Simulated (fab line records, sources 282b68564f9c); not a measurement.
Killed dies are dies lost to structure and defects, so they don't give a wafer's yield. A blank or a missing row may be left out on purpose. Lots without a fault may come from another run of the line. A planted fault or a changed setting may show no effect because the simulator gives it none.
fab line records | flow rit_cmos
record lots=5 wafers=15 last_day=7
route steps=202 shown PLDD@116 SPACER@125 NSD@131 PSD@142 SDANNEAL@153 SILICIDE@161 M1@202
lots that met no fault: from a run of the same line without faults
start_h: hours from the record's first day to the start of the lot's first wafer shown | wait_h: hours since the lot's step before | " the same as in the row above | L1.1+2: a row that stands for several wafers | - no value, or no start given | * or withheld: withheld | < > ~ a bound
route shown NAME@n: a module of which the file shows steps, and the number in the route of the first | usual: mean/standard deviation of fault-free wafers | same: alike in all rows | chamber/n: place in a boat | sites: the reading at each site | _std_site: their standard deviation | _edge_site: outer sites' mean less inner sites' | radius_mm: how far each site lies from the wafer's centre | mask NAME#n: copy n | behind: the tool/chamber that last shaped the wafer | hold: why the lot was held/for how many hours/how that ended | device: the transistor (n, p or np) that didn't switch | end of line: the same wafers' tests at the end of the route | a step without rows: its recipe alone | killed: dies lost to structure and defects at the first sort, not the wafer's yield | map: a wafer's dies, x killed, . not, _ none there
set.NAME: the setting as run; set.NAME@STEP: as run at that earlier step | model.NAME: the simulator's own value behind a step, which no gauge read
lots at some steps of the route; a table a step, a row a wafer
services: from which hour (start_h, from the record's first day; less than 0 if before it) a tool's chamber was out of use, for how many hours, and why
## steps
# step RIT_PLDD_SOFTBAKE_02
# recipe resist=NOVOLAK temp_c=90 time_s=60
# step RIT_PLDD_EXPOSE_03
# recipe mask_id=M8 na=0.57 target_cd_nm=40900 dose_mj=250
# step RIT_PLDD_PEB_04
# recipe resist=NOVOLAK temp_c=withheld time_s=withheld
# step RIT_PLDD_DEVELOP_05
# recipe resist=NOVOLAK develop_time_s=50 dev_temp_c=23
# step RIT_PLDD_OVL_MEAS_06
# usual PLDD_OVL=0.2/1.4
# columns lot.wafer tool chamber start_h wait_h PLDD_OVL[nm]
L277.1 overlay-02 - 91.41 - 0.7
L277.4 " - " " 2.1
L277.6 " - " " 0.0
L281.1 overlay-01 - 122.84 - 1.3
L281.2 " - " " 2.4
L281.6 " - " " 0.1
L289.1 overlay-02 - 153.55 - 0.0
L289.3 " - " " -0.7
L289.5 " - " " -1.6
L291.1 overlay-02 - 154.75 - 0.7
L291.5 " - " " -1.2
L291.6 " - " " 0.3
L292.1 overlay-01 - 163.56 - 0.6
L292.3 " - " " 0.4
L292.6 " - " " 2.6
# step RIT_PLDD_HARDBAKE_07
# recipe resist=NOVOLAK temp_c=140 time_s=60
# step RIT_PLDD_IMPLANT_08
# recipe species=BF2 energy_kev=20 dose_cm2=9e+14 tilt_deg=7
# step RIT_PLDD_STRIP_09
# recipe chemistry=O2 time_s=180 resist=NOVOLAK platen_temp_c=withheld power_w=500 pressure_mtorr=4000 o2_flow_sccm=4000
# usual drypump_motor_current_A=5.4/0.39
# same time_s=180
# columns lot.wafer tool chamber start_h wait_h drypump_motor_current_A rf_hours_counter_h
L277.1 plasma_asher-01 0 91.74 0.1 5.5 45
L277.4 " 1 " " 5.3 -
L277.6 " 1 " " 5.3 -
L281.1 plasma_asher-01 1 123.19 0.1 5.3 0
L281.2 " 0 " " 5.5 0
L281.6 " 1 " " 5.3 -
L289.1 plasma_asher-02 1 153.97 0.1 5.2 54
L289.3 " 0 " " 5.4 -
L289.5 " 0 " " 5.4 -
L291.1 plasma_asher-02 0 155.08 0.1 5.4 54
L291.5 " 1 " " 5.2 -
L291.6 " 0 " " 5.4 -
L292.1 plasma_asher-01 0 163.89 0.1 5.4 6
L292.3 " 1 " " 5.3 -
L292.6 " 0 " " 5.5 -
# step RIT_PLDD_TW_MEAS_10
# usual PLDD_TW=2356/24
# columns lot.wafer tool chamber start_h wait_h PLDD_TW
L277.1 film_metro-04 - 91.92 0.1 2354
L277.4 " - " " 2356
L277.6 " - " " 2343
L281.1 film_metro-01 - 123.36 0.1 2375
L281.2 " - " " 2370
L281.6 " - " " 2384
L289.1 film_metro-01 - 154.14 0.1 2373
L289.3 " - " " 2376
L289.5 " - " " 2383
L291.1 film_metro-02 - 155.26 0.1 2329
L291.5 " - " " 2336
L291.6 " - " " 2313
L292.1 film_metro-01 - 164.07 0.1 2386
L292.3 " - " " 2380
L292.6 " - " " 2380
# step RIT_SPACER_CLEAN_00
# recipe chemistry=SC1 mix=3:3:50 time_s=600 temp_c=75
# step RIT_SPACER_CLEAN_01
# recipe chemistry=dHF dilution=50:1 time_s=30
# step RIT_SPACER_CLEAN_02
# recipe chemistry=SC2 mix=3:3:50 time_s=600 temp_c=75 dry=n2_spin
# step RIT_SPACER_CVD_03
# recipe material=Si3N4 target_thk_nm=250 temp_c=810 precursor=SiH2Cl2/NH3 time_s=3300 pressure_mtorr=311.7 sih2cl2_flow_sccm=60 nh3_flow_sccm=150
# usual spike_tc_load_C=832.7/1.9
# columns lot.wafer tool chamber start_h wait_h spike_tc_load_C model.Si3N4_of_SPACER_CVD_03.thk_nm
L277.1 lpcvd-02 0 92.38 0.0 834.5 252.8
L277.4 " 0 " " 834.0 252.6
L277.6 " 0 " " 834.6 250.9
L281.1 lpcvd-01 1 124.12 0.3 833.6 253.1
L281.2 " 1 " " 834.2 251.1
L281.6 " 1 " " 833.9 252
L289.1 lpcvd-02 1 154.85 0.2 831.7 166.2
L289.3 " 1 " " 830.9 168.9
L289.5 " 1 " " 832.5 165.8
L291.1 lpcvd-01 0 155.72 0.0 829.5 251.9
L291.5 " 0 " " 830.6 250.3
L291.6 " 0 " " 829.5 252.3
L292.1 lpcvd-01 1 164.50 0.0 835.2 248.5
L292.3 " 1 " " 835.4 252.3
L292.6 " 1 " " 832.5 250.5
# step RIT_SPACER_THK_MEAS_04
# recipe reads=Si3N4_of_SPACER_CVD_03
# usual SPACER_NITRIDE_THK=253.3/2.3
# columns lot.wafer tool chamber start_h wait_h SPACER_NITRIDE_THK[nm]
L277.1 film_metro-03 - 94.29 0.0 252.8
L277.4 " - " " 252.4
L277.6 " - " " 250.9
L281.1 film_metro-04 - 126.03 0.0 253.0
L281.2 " - " " 251.2
L281.6 " - " " 251.9
L289.1 film_metro-04 - 156.76 0.0 166.1
L289.3 " - " " 168.9
L289.5 " - " " 165.7
L291.1 film_metro-04 - 157.63 0.0 252.1
L291.5 " - " " 250.6
L291.6 " - " " 252.4
L292.1 film_metro-03 - 166.41 0.0 248.7
L292.3 " - " " 252.4
L292.6 " - " " 250.5
# step RIT_SPACER_ETCHBACK_05
# recipe target_depth_a=2500 SF6_flow_sccm=30 CHF3_flow_sccm=30 target=Si3N4 chemistry=SF6/CHF3 pressure_mtorr=40 rf_w=250 time_s=240 stop_on=SiO2
# usual drypump_motor_current_A=5.9/0.42 oes_product_au=0.856/0.014 throttle_valve_pct=10.31/0.089
# same time_s=240
# columns lot.wafer tool chamber start_h wait_h drypump_motor_current_A oes_product_au rf_hours_counter_h throttle_valve_pct model.etch.depth_nm
L277.1 rie_diel-04 3 94.35 0.1 6.1 0.836 101 10.28 252.8
L277.4 " 0 " " 5.1 0.865 2 10.16 252.6
L277.6 " 1 " " 5.2 0.846 - 10.28 250.9
L281.1 rie_diel-01 1 126.09 0.1 5.9 0.884 6 10.40 253.1
L281.2 " 0 " " 6.0 0.872 32 10.25 251.1
L281.6 " 2 " " 6.0 0.828 - 10.27 252
L289.1 rie_diel-04 1 156.82 0.1 5.2 0.653 8 10.22 166.2
L289.3 " 3 " " 6.1 0.621 103 10.22 168.9
L289.5 " 1 " " 5.2 0.649 - 10.20 165.8
L291.1 rie_diel-01 3 157.69 0.1 6.1 0.865 129 10.40 251.9
L291.5 " 2 " " 6.0 0.833 - 10.28 250.3
L291.6 " 3 " " 6.1 0.866 - 10.40 252.3
L292.1 rie_diel-03 0 166.47 0.1 5.9 0.838 23 10.39 248.5
L292.3 " 3 " " 6.1 0.855 1 10.34 252.3
L292.6 " 0 " " 5.9 0.845 - 10.40 250.5
# step RIT_NSD_HMDS_00
# recipe prime_time_s=60 prime_temp_c=140
# step RIT_NSD_COAT_01
# recipe resist=NOVOLAK spin_rpm=3250 resist_thk_nm=1000
# step RIT_NSD_SOFTBAKE_02
# recipe resist=NOVOLAK temp_c=90 time_s=60
# step RIT_NSD_EXPOSE_03
# recipe mask_id=M9 na=0.57 target_cd_nm=40700 dose_mj=250
# step RIT_NSD_PEB_04
# recipe resist=NOVOLAK temp_c=withheld time_s=withheld
# step RIT_NSD_DEVELOP_05
# recipe resist=NOVOLAK develop_time_s=50 dev_temp_c=23
# step RIT_NSD_OVL_MEAS_06
# usual NSD_OVL=-0.1/1.5
# columns lot.wafer tool chamber start_h wait_h NSD_OVL[nm]
L277.1 overlay-02 - 95.35 - -1.6
L277.4 " - " " 0.3
L277.6 " - " " -0.6
L281.1 overlay-02 - 127.09 - 0.3
L281.2 " - " " 0.2
L281.6 " - " " -0.2
L289.1 overlay-02 - 157.82 - -1.4
L289.3 " - " " -2.8
L289.5 " - " " 0.9
L291.1 overlay-02 - 158.82 - -0.8
L291.5 " - " " -0.9
L291.6 " - " " -0.5
L292.1 overlay-02 - 167.47 - -1.5
L292.3 " - " " 0.1
L292.6 " - " " -1.0
# step RIT_NSD_HARDBAKE_07
# recipe resist=NOVOLAK temp_c=140 time_s=60
# step RIT_NSD_IMPLANT_08
# recipe species=P energy_kev=25 dose_cm2=1e+15 tilt_deg=7
# step RIT_NSD_STRIP_09
# recipe chemistry=O2 time_s=180 resist=NOVOLAK platen_temp_c=withheld power_w=500 pressure_mtorr=4000 o2_flow_sccm=4000
# usual drypump_motor_current_A=5.6/0.55
# same time_s=180
# columns lot.wafer tool chamber start_h wait_h drypump_motor_current_A rf_hours_counter_h
L277.1 plasma_asher-01 0 95.69 0.1 5.4 46
L277.4 " 1 " " 5.3 -
L277.6 " 1 " " 5.3 -
L281.1 plasma_asher-04 1 127.43 0.1 6.6 43
L281.2 " 0 " " 6.7 43
L281.6 " 0 " " 6.7 -
L289.1 plasma_asher-01 0 158.16 0.1 5.4 5
L289.3 " 0 " " 5.5 -
L289.5 " 1 " " 5.3 -
L291.1 plasma_asher-04 0 159.57 0.1 6.7 47
L291.5 " 0 " " 6.7 -
L291.6 " 1 " " 6.6 -
L292.1 plasma_asher-01 1 167.81 0.1 5.3 6
L292.3 " 1 " " 5.3 -
L292.6 " 0 " " 5.5 -
# step RIT_NSD_TW_MEAS_10
# usual NSD_TW=3123/32
# columns lot.wafer tool chamber start_h wait_h NSD_TW
L277.1 film_metro-04 - 95.86 0.1 3122
L277.4 " - " " 3128
L277.6 " - " " 3117
L281.1 film_metro-04 - 127.61 0.1 3118
L281.2 " - " " 3121
L281.6 " - " " 3127
L289.1 film_metro-04 - 158.33 0.1 3105
L289.3 " - " " 3113
L289.5 " - " " 3111
L291.1 film_metro-04 - 159.74 0.1 3114
L291.5 " - " " 3125
L291.6 " - " " 3118
L292.1 film_metro-04 - 167.98 0.1 3098
L292.3 " - " " 3120
L292.6 " - " " 3101
# step RIT_PSD_HMDS_00
# recipe prime_time_s=60 prime_temp_c=140
# step RIT_PSD_COAT_01
# recipe resist=NOVOLAK spin_rpm=3250 resist_thk_nm=1000
# step RIT_PSD_SOFTBAKE_02
# recipe resist=NOVOLAK temp_c=88.96 time_s=60
# step RIT_PSD_EXPOSE_03
# recipe mask_id=M10 na=0.57 target_cd_nm=40900 dose_mj=250
# step RIT_PSD_PEB_04
# recipe resist=NOVOLAK temp_c=withheld time_s=withheld
# step RIT_PSD_DEVELOP_05
# recipe resist=NOVOLAK develop_time_s=50 dev_temp_c=21.79
# step RIT_PSD_OVL_MEAS_06
# usual PSD_OVL=-0.1/1.3
# columns lot.wafer tool chamber start_h wait_h PSD_OVL[nm]
L277.1 overlay-01 - 96.90 - 2.7
L277.4 " - " " -0.3
L277.6 " - " " -0.5
L281.1 overlay-02 - 128.52 - -0.8
L281.2 " - " " -2.5
L281.6 " - " " -0.4
L289.1 overlay-01 - 159.49 - 1.7
L289.3 " - " " 0.4
L289.5 " - " " -0.3
L291.1 overlay-02 - 161.06 - 0.3
L291.5 " - " " 1.4
L291.6 " - " " -0.5
L292.1 overlay-01 - 169.02 - 0.0
L292.3 " - " " 0.1
L292.6 " - " " 0.1
# step RIT_PSD_HARDBAKE_07
# recipe resist=NOVOLAK temp_c=140 time_s=60
# step RIT_PSD_IMPLANT_08
# recipe species=BF2 energy_kev=27 dose_cm2=5e+15 tilt_deg=7
# step RIT_PSD_STRIP_09
# recipe chemistry=O2 time_s=180 resist=NOVOLAK platen_temp_c=withheld power_w=500 pressure_mtorr=4000 o2_flow_sccm=4000
# usual drypump_motor_current_A=5.9/0.72
# same time_s=180
# columns lot.wafer tool chamber start_h wait_h drypump_motor_current_A rf_hours_counter_h
L277.1 plasma_asher-04 1 97.34 0.1 6.6 41
L277.4 " 0 " " 6.7 -
L277.6 " 0 " " 6.7 -
L281.1 plasma_asher-03 0 128.85 0.1 6.4 33
L281.2 " 1 " " 4.9 33
L281.6 " 1 " " 4.9 -
L289.1 plasma_asher-03 0 159.91 0.1 6.4 37
L289.3 " 0 " " 6.4 -
L289.5 " 1 " " 4.9 -
L291.1 plasma_asher-03 1 161.40 0.1 4.9 37
L291.5 " 1 " " 4.9 -
L291.6 " 0 " " 6.4 -
L292.1 plasma_asher-04 1 169.35 0.1 6.6 48
L292.3 " 1 " " 6.6 -
L292.6 " 1 " " 6.6 -
# step RIT_PSD_TW_MEAS_10
# usual PSD_TW=3422/38
# columns lot.wafer tool chamber start_h wait_h PSD_TW
L277.1 film_metro-04 - 97.52 0.1 3432
L277.4 " - " " 3413
L277.6 " - " " 3409
L281.1 film_metro-01 - 129.03 0.1 3466
L281.2 " - " " 3466
L281.6 " - " " 3464
L289.1 film_metro-01 - 160.08 0.1 3467
L289.3 " - " " 3460
L289.5 " - " " 3462
L291.1 film_metro-02 - 161.57 0.1 3405
L291.5 " - " " 3394
L291.6 " - " " 3411
L292.1 film_metro-02 - 169.53 0.1 3427
L292.3 " - " " 3398
L292.6 " - " " 3412
# step RIT_SDANNEAL_CLEAN_00
# recipe chemistry=SC1 mix=3:3:50 time_s=600 temp_c=75
# step RIT_SDANNEAL_CLEAN_01
# recipe chemistry=dHF dilution=50:1 time_s=30
# step RIT_SDANNEAL_CLEAN_02
# recipe chemistry=SC2 mix=3:3:50 time_s=600 temp_c=75 dry=n2_spin
# step RIT_SDANNEAL_RTA_03
# recipe temp_c=1050 time_s=5 idle_temp_c=600 ramp_up_c_per_s=342 ramp_down_c_per_s=171 cool_to_c=600 ambient=N2
# usual wafer_temp_C_max=1053.5/1
# same time_s=5
# columns lot.wafer tool chamber start_h wait_h wafer_temp_C_max
L277.1 rtp_anneal-02 0 98.15 0.0 1053.6
L277.4 " 0 " " 1052.5
L277.6 " 0 " " 1052.3
L281.1 rtp_anneal-02 0 129.45 0.0 1053.1
L281.2 " 0 " " 1052.6
L281.6 " 0 " " 1053.6
L289.1 rtp_anneal-02 0 160.52 0.0 1056.4
L289.3 " 0 " " 1053.2
L289.5 " 0 " " 1053.5
L291.1 rtp_anneal-02 0 162.00 0.0 1053.4
L291.5 " 0 " " 1054.9
L291.6 " 0 " " 1051.7
L292.1 rtp_anneal-01 0 169.96 0.0 1052.1
L292.3 " 0 " " 1051.9
L292.6 " 0 " " 1054.0
# step RIT_SDANNEAL_RS_MEAS_04
# recipe thk_meas_gauge=four-point-probe
# usual PSD_RS=115.8/0.32
# columns lot.wafer tool chamber start_h wait_h PSD_RS[ohm/sq]
L277.1 film_metro-01 - 98.21 0.0 115.8
L277.4 " - " " 115.6
L277.6 " - " " 115.9
L281.1 film_metro-02 - 129.51 0.0 115.9
L281.2 " - " " 115.9
L281.6 " - " " 115.7
L289.1 film_metro-02 - 160.58 0.0 115.5
L289.3 " - " " 115.9
L289.5 " - " " 115.8
L291.1 film_metro-02 - 162.06 0.0 115.7
L291.5 " - " " 116.1
L291.6 " - " " 115.7
L292.1 film_metro-02 - 170.01 0.0 115.6
L292.3 " - " " 115.9
L292.6 " - " " 115.5
# step RIT_SILICIDE_WET_ETCH_00
# recipe chemistry=BOE target=SiO2 target_depth_nm=14 time_s=15 dry=n2_spin dilution=10:1 temp_c=21.5
# same time_s=15
# columns lot.wafer tool chamber start_h wait_h model.Si3N4_of_SPACER_CVD_03.thk_nm
L277.1 wet_bench-02 2 98.69 0.1 196.6
L277.4 " 2 " " 196.1
L277.6 " 2 " " 195.1
L281.1 wet_bench-02 2 129.99 0.1 196.8
L281.2 " 2 " " 195.4
L281.6 " 2 " " 196
L289.1 wet_bench-04 2 161.06 0.1 129
L289.3 " 2 " " 131.2
L289.5 " 2 " " 128.5
L291.1 wet_bench-04 3 162.56 0.1 195.7
L291.5 " 3 " " 195.9
L291.6 " 3 " " 196.1
L292.1 wet_bench-01 0 170.49 0.1 193.7
L292.3 " 0 " " 197.8
L292.6 " 0 " " 195.1
# step RIT_M1_PROBE_99
# usual killed_at_front_end=7/3.1 killed_dies=7/3.1 killed_open=3.4/1.9 killed_short=3.6/2.1
# same gross_dies=264 killed_at_M0_to_M3=0 killed_at_M4_up=0 killed_at_back_side=0 killed_at_contacts=0 killed_at_other=0
# columns lot.wafer tool chamber start_h wait_h killed_at_front_end killed_dies killed_open killed_short
L277.1 prober-01 - 105.61 0.1 5 5 3 2
L277.4 prober-01 - 105.76 0.2 6 6 4 2
L277.6 prober-01 - 105.86 0.2 3 3 3 0
L281.1 prober-01 - 137.67 0.1 4 4 0 4
L281.2 prober-01 - 137.72 0.1 5 5 3 2
L281.6 prober-01 - 137.92 0.2 7 7 5 2
L289.1 prober-02 - 168.24 0.1 12 12 8 3
L289.3 prober-02 - 168.34 0.2 8 8 3 5
L289.5 prober-02 - 168.44 0.2 3 3 2 1
L291.1 prober-02 - 169.74 0.1 4 4 3 1
L291.5 prober-02 - 169.94 0.2 5 5 3 2
L291.6 prober-02 - 169.99 0.2 6 6 4 2
L292.1 prober-01 - 177.37 0.1 4 4 2 2
L292.3 prober-01 - 177.47 0.2 4 4 1 3
L292.6 prober-01 - 177.62 0.2 3 3 2 1
# killed by level:class
L277.1 GATE:geometric_particle:open=2 FOX2:geometric_particle:short=1 REOX:geometric_particle:short=1 SPACER:geometric_particle:open=1
L277.4 GATE:geometric_particle:open=2 GATE:geometric_particle:short=1 REOX:geometric_particle:open=1 REOX:geometric_particle:short=1 SPACER:geometric_particle:open=1
L277.6 GATE:geometric_particle:open=2 FOX1:geometric_particle:open=1
L281.1 GATE:geometric_particle:short=2 FOX1:geometric_particle:short=1 SILICIDE:geometric_particle:short=1
L281.2 GATE:geometric_particle:open=2 FOX2:geometric_particle:short=1 REOX:geometric_particle:short=1 SPACER:geometric_particle:open=1
L281.6 SILICIDE:geometric_particle:open=2 FOX2:geometric_particle:short=1 FOX2:geometric_particle:open=1 GATE:geometric_particle:open=1 REOX:geometric_particle:open=1 REOX:geometric_particle:short=1
L289.1 FOX2:geometric_particle:open=3 REOX:geometric_particle:open=3 FOX1:geometric_particle:open=1 GATE:geometric_particle:open=1 REOX:geometric_particle:short=1 SPACER:geometric_particle:short=1 SILICIDE:geometric_particle:short=1 GATE:coat_microbubble_printed=1
L289.3 GATE:geometric_particle:short=4 FOX2:geometric_particle:open=1 GATE:geometric_particle:open=1 SPACER:geometric_particle:short=1 SILICIDE:geometric_particle:open=1
L289.5 GATE:geometric_particle:open=2 REOX:geometric_particle:short=1
L291.1 FOX2:geometric_particle:open=2 FOX2:geometric_particle:short=1 SILICIDE:geometric_particle:open=1
L291.5 SPACER:geometric_particle:open=2 GATE:geometric_particle:open=1 GATE:geometric_particle:short=1 REOX:geometric_particle:short=1
L291.6 FOX2:geometric_particle:open=2 FOX1:geometric_particle:open=1 FOX2:geometric_particle:short=1 SILICIDE:geometric_particle:short=1 SILICIDE:geometric_particle:open=1
L292.1 GATE:geometric_particle:short=1 REOX:geometric_particle:open=1 SPACER:geometric_particle:open=1 SPACER:geometric_particle:short=1
L292.3 GATE:geometric_particle:short=2 FOX1:geometric_particle:open=1 REOX:geometric_particle:short=1
L292.6 FOX1:geometric_particle:open=1 GATE:geometric_particle:short=1 GATE:geometric_particle:open=1
## services
# columns tool chamber start_h hours kind
rie_diel-01 1 77.86 14.2 repair
lpcvd-02 - 97.85 1.1 repair
rie_diel-03 3 104.68 - clean
rie_diel-03 3 104.68 14.0 scheduled_down
rie_diel-03 3 104.68 14.0 vent_cycle
rie_diel-04 1 105.06 19.3 repair
plasma_asher-01 - 108.75 9.0 pm
plasma_asher-01 0 108.75 9.0 vent_cycle
plasma_asher-01 1 108.75 9.0 vent_cycle
rie_diel-04 - 112.98 0.6 repair
plasma_asher-01 0 117.75 - clean
plasma_asher-01 1 117.75 - clean
lpcvd-02 - 118.05 2.8 pm
rie_diel-04 2 120.54 1.5 repair
plasma_asher-04 - 121.84 3.7 pm
lpcvd-02 - 123.72 6.1 pm
wet_bench-01 - 138.97 1.4 repair
rie_diel-01 2 142.01 5.6 repair
plasma_asher-02 - 145.29 0.8 repair
rie_diel-04 2 147.35 6.5 repair
rtp_anneal-02 - 148.14 4.1 pm
wet_bench-02 - 148.26 29.6 pm
plasma_asher-03 - 151.56 1.9 repair
rie_diel-04 1 168.29 6.2 repair
## key
first_sign step=RIT_SPACER_THK_MEAS_04 reading=SPACER_NITRIDE_THK direction=down sigmas=38 usual=253.3 struck=166.9
effect step=RIT_SPACER_ETCHBACK_05 reading=oes_product_au direction=down sigmas=15 usual=0.856 struck=0.641
model_effect step=RIT_SPACER_CVD_03 value=Si3N4_of_SPACER_CVD_03.thk_nm without=250.4 struck=167
model_effect step=RIT_SPACER_ETCHBACK_05 value=etch.depth_nm without=250.4 struck=167
model_effect step=RIT_SILICIDE_WET_ETCH_00 value=Si3N4_of_SPACER_CVD_03.thk_nm without=194.8 struck=129.5
met_at RIT_SPACER_CVD_03
struck_wafers L289.1,L289.3,L289.5
tester_left_out L289
fault kind=process_parameter_drift tool=lpcvd-02 chamber=1 onset_h=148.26 steps=RIT_SPACER_CVD_03 channel=target_thk_nm offset=-82.5 shape=step end_h=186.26 acts_in=these_recipes_only stated=250
# tester_left_out: of these lots the tester's yield and bins aren't shown, on N5 and GAA mostly nor the transistor test; their killed dies are dies lost to structure and defects alone, not to doping, threshold or leakage, so they don't give the yield
